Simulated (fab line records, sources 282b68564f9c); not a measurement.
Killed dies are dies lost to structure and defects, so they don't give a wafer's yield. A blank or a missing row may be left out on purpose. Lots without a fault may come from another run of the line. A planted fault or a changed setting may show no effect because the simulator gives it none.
Split-lot experiment | flow rit_cmos | 5 lots, 23 wafers read, on a route of 202 steps

THE SPLIT
At RIT_NWELL_IMPLANT_08, the setting energy_kev was moved away from the recipe's 170 on 10 of the 23 wafers read, by -5.4% to +2.7%. The other wafers ran this setting at the recipe's value.

The reading is taken at the split's own step.

THE READING
implant.drp_nm (the simulator's own value, which no gauge read), in nm, at RIT_NWELL_IMPLANT_08. The file gives no usual value for it.

wafer  | tool, chamber at the split | energy_kev as run | against the recipe | implant.drp_nm, nm | against lot-mates on the recipe
L078.1 | implanter-02, 0            | 170               | recipe             | 68.82              | -
L078.2 | implanter-02, 0            | 170               | recipe             | 68.82              | -
L078.5 | implanter-02, 0            | 170               | recipe             | 68.82              | -
L079.1 | implanter-03, 0            | 174.6             | +2.7%              | 70.22              | +1.40
L079.2 | implanter-03, 0            | 174.6             | +2.7%              | 70.22              | +1.40
L079.3 | implanter-03, 0            | 170               | recipe             | 68.82              | -
L079.4 | implanter-03, 0            | 170               | recipe             | 68.82              | -
L079.5 | implanter-03, 0            | 170               | recipe             | 68.82              | -
L081.1 | implanter-02, 0            | 170               | recipe             | 68.82              | -
L081.2 | implanter-02, 0            | 170               | recipe             | 68.82              | -
L081.3 | implanter-02, 0            | 160.9             | -5.4%              | 66.09              | -2.73
L081.5 | implanter-02, 0            | 160.9             | -5.4%              | 66.09              | -2.73
L081.6 | implanter-02, 0            | 160.9             | -5.4%              | 66.09              | -2.73
L082.1 | implanter-01, 0            | 170               | recipe             | 68.82              | -
L082.4 | implanter-01, 0            | 170               | recipe             | 68.82              | -
L082.6 | implanter-01, 0            | 170               | recipe             | 68.82              | -
L082.3 | implanter-01, 0            | 165               | -2.9%              | 67.33              | -1.49
L082.5 | implanter-01, 0            | 165               | -2.9%              | 67.33              | -1.49
L085.1 | implanter-03, 0            | 170               | recipe             | 68.82              | -
L085.3 | implanter-03, 0            | 170               | recipe             | 68.82              | -
L085.2 | implanter-03, 0            | 173.4             | +2.0%              | 69.85              | +1.03
L085.4 | implanter-03, 0            | 173.4             | +2.0%              | 69.85              | +1.03
L085.6 | implanter-03, 0            | 173.4             | +2.0%              | 69.85              | +1.03

THE FIT
A straight line over all 23 wafers: implant.drp_nm changes by +0.511 nm for each +1% of energy_kev; r = +1.00; the points scatter about the line by 0.006 nm.
The same after taking each lot's own level away (the mean of its wafers on the recipe; 23 wafers): +0.511 nm for each +1%; r = +1.00; scatter 0.006 nm.
On that fit, the largest move of energy_kev shifts the reading by 2.7 nm.
The lots' own levels span 68.820 to 68.820 nm.
So the lot-to-lot level changes the slope little: the two slopes agree.
Check: with one of the wafers moved furthest among these (-5.4%) left out of the fit, the line predicts -2.73 nm for it against its lot-mates. It came out at -2.73 nm against them.

OTHER SPLITS ON THESE WAFERS
These wafers also went through other splits before the reading. Each is held against what the fit with the lots' levels taken away leaves over:
other split on the same wafers   | wafers away from the commonest value | r with implant.drp_nm (lot level and that fit taken away)
RIT_ACTIVE_CVD_03 time_s         | 10                                   | -0.12
RIT_ACTIVE_COAT_06 resist_thk_nm | 6                                    | +0.16
RIT_FOX1_OXIDATION_00 ox_time_s  | 18                                   | +0.07
RIT_NWELL_COAT_01 spin_rpm       | 8                                    | +0.18

THE WHOLE CHAIN: every reading that the file lists as answering this split, in the file's order
step                 | what it does | reading                                                         | change (the file's fit)               | r (the file's)
RIT_NWELL_IMPLANT_08 |              | implant.rp_nm (the simulator's own value, which no gauge read)  | +2.22 nm for each +1% of the setting  | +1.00
RIT_NWELL_IMPLANT_08 |              | implant.drp_nm (the simulator's own value, which no gauge read) | +0.511 nm for each +1% of the setting | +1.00

THE FILE'S OWN FIT
implant.drp_nm changes by +0.511 nm for each +1% of energy_kev, r = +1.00.
